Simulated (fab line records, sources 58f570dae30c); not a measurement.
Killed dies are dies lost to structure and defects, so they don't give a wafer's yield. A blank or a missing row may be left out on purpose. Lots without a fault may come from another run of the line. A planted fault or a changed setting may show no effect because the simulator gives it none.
A sampling plan put to the test | flow berkeley_cmos170 | one fab line, 18 faults that these records tell of, each judged on the records of the lots that it struck
The plan is the line's own looks: the steps of the route at which a gauge or an inspection reads the wafer and doesn't change it. A look can be judged if struck wafers have a number there and the file gives its usual mean and standard deviation on fault-free wafers. Caught: at a look after the fault's first step, the mean of the struck wafers lies 4 or more of those standard deviations (sigma) from the usual mean. On the tool: the same test on the tool's own readings at the fault's steps. Another recipe on the struck wafers, or a record that is blank for them alone, also counts as caught.

THE FAULTS, as the simulator had put them in
1. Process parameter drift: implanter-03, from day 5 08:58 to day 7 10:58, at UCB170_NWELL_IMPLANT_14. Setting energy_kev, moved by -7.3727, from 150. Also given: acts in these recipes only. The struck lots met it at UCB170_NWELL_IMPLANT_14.
2. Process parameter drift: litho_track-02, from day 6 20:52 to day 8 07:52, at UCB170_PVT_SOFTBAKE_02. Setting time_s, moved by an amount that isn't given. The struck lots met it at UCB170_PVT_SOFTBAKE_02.
3. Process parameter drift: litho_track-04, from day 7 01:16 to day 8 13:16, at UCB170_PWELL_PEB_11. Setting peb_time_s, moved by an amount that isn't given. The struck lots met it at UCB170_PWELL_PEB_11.
4. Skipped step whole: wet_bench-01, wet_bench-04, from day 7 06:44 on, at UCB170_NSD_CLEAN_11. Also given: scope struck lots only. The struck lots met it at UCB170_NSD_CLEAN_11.
5. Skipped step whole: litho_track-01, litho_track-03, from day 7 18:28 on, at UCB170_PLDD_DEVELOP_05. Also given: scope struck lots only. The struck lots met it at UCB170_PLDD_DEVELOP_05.
6. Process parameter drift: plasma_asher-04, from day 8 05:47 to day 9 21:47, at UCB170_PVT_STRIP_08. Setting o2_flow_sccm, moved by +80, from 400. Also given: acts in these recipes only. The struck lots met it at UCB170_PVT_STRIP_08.
7. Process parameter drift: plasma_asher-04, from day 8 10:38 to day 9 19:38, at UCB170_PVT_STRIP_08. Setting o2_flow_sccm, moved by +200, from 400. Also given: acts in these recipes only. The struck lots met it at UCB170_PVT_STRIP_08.
8. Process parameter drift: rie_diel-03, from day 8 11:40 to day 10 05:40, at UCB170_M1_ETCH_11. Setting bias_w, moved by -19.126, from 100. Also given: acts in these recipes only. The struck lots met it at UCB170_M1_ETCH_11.
9. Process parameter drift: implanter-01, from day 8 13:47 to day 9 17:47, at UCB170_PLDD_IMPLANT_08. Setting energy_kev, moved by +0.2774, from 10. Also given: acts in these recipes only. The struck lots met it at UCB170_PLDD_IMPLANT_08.
10. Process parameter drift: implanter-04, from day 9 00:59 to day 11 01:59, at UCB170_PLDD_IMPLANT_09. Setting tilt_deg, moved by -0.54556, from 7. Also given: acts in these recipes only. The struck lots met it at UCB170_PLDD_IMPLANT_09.
11. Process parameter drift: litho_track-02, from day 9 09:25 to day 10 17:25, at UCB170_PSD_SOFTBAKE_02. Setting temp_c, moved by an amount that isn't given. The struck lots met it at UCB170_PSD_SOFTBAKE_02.
12. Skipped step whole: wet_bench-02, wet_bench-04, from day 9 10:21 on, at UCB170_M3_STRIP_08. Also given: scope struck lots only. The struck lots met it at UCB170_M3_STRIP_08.
13. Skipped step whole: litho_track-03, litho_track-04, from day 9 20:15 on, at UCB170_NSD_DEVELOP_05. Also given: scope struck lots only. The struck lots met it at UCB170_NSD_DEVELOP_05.
14. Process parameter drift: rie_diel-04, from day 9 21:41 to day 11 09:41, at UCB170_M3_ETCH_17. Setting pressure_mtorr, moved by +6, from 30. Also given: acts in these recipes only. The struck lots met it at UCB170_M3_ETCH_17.
15. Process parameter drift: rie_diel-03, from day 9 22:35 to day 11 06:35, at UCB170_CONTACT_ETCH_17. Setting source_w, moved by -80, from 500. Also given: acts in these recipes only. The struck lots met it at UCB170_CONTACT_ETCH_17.
16. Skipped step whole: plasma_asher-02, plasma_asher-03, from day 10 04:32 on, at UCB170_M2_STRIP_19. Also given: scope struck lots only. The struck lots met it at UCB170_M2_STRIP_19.
17. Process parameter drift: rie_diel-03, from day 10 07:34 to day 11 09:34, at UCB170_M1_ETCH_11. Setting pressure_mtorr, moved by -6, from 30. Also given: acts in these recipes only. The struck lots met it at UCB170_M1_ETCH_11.
18. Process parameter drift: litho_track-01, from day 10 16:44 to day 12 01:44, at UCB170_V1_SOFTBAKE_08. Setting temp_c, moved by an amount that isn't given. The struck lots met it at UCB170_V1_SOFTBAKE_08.

WHAT THE PLAN SAW
fault | on the tool itself                               | first look that catches it                      | reading, sigma | median hours from its first step to that look | hours from the fault's start to the first struck lot there | judged looks passed uncaught
1     | beam_energy_keV -99 or beyond sigma              | no look after it can be judged                  | -              | -                                             | -                                                          | 0
2     | heater_power_total_W +50 sigma                   | not the one look that can be judged after it    | -              | -                                             | -                                                          | 1
3     | heater_power_total_W +57 sigma                   | none of the 2 looks that can be judged after it | -              | -                                             | -                                                          | 2
4     | the tool's record is blank for the struck wafers | no look after it can be judged                  | -              | -                                             | -                                                          | 0
5     | the tool's record is blank for the struck wafers | no look after it can be judged                  | -              | -                                             | -                                                          | 0
6     | o2_flow_sccm +80 sigma                           | no look after it can be judged                  | -              | -                                             | -                                                          | 0
7     | o2_flow_sccm +99 or beyond sigma                 | not the one look that can be judged after it    | -              | -                                             | -                                                          | 1
8     | bias_w -65 sigma                                 | not the one look that can be judged after it    | -              | -                                             | -                                                          | 1
9     | beam_energy_keV +92 sigma                        | none of the 2 looks that can be judged after it | -              | -                                             | -                                                          | 2
10    | tilt_deg -27 sigma                               | no look after it can be judged                  | -              | -                                             | -                                                          | 0
11    | heater_power_total_W +29 sigma                   | UCB170_PSD_CD_MEAS_06                           | cd_nm +5.8     | 1.2                                           | 8                                                          | 0
12    | the tool's record is blank for the struck wafers | no look after it can be judged                  | -              | -                                             | -                                                          | 0
13    | the tool's record is blank for the struck wafers | no look after it can be judged                  | -              | -                                             | -                                                          | 0
14    | chamber_pressure_mTorr +99 or beyond sigma       | no look after it can be judged                  | -              | -                                             | -                                                          | 0
15    | rf_fwd_power_W -40 sigma                         | not the one look that can be judged after it    | -              | -                                             | -                                                          | 1
16    | the tool's record is blank for the struck wafers | no look after it can be judged                  | -              | -                                             | -                                                          | 0
17    | chamber_pressure_mTorr -99 or beyond sigma       | no look after it can be judged                  | -              | -                                             | -                                                          | 0
18    | heater_power_total_W -50 sigma                   | UCB170_V1_CD_MEAS_12                            | cd_nm -7.7     | 0.7                                           | 3                                                          | 0
A dash: the fault isn't caught, or these records don't give the number.

Caught at a look: 2 of 18. Caught on the tool: 18 of 18. By one or the other: 18 of 18.
Caught on the tool alone: faults 1, 2, 3, 4, 5, 6, 7, 8, 9, 10, 12, 13, 14, 15, 16, 17.

THINNER SAMPLING
If the look that catches a fault measured only every second or every third lot, by lot number, the first struck lot would be measured this late in the worst case:
fault | struck lots at that look, in order of time | every lot | every second lot | every third lot
11    | L995, L998                                 | 8 h       | 8 h              | may miss all 2
18    | L288, L291                                 | 3 h       | 27 h             | may miss all 2
Hours are from the fault's start to the first struck lot that is measured. The limit of 4 sigma was tested on all struck wafers together, so one lot alone may lie under it. Other struck lots may not be in these records.

THE LONGEST TIMED WAY FROM STEP TO LOOK
Fault 11: a median of 1.2 hours passes between UCB170_PSD_SOFTBAKE_02 and UCB170_PSD_CD_MEAS_06. No look between them can be judged.
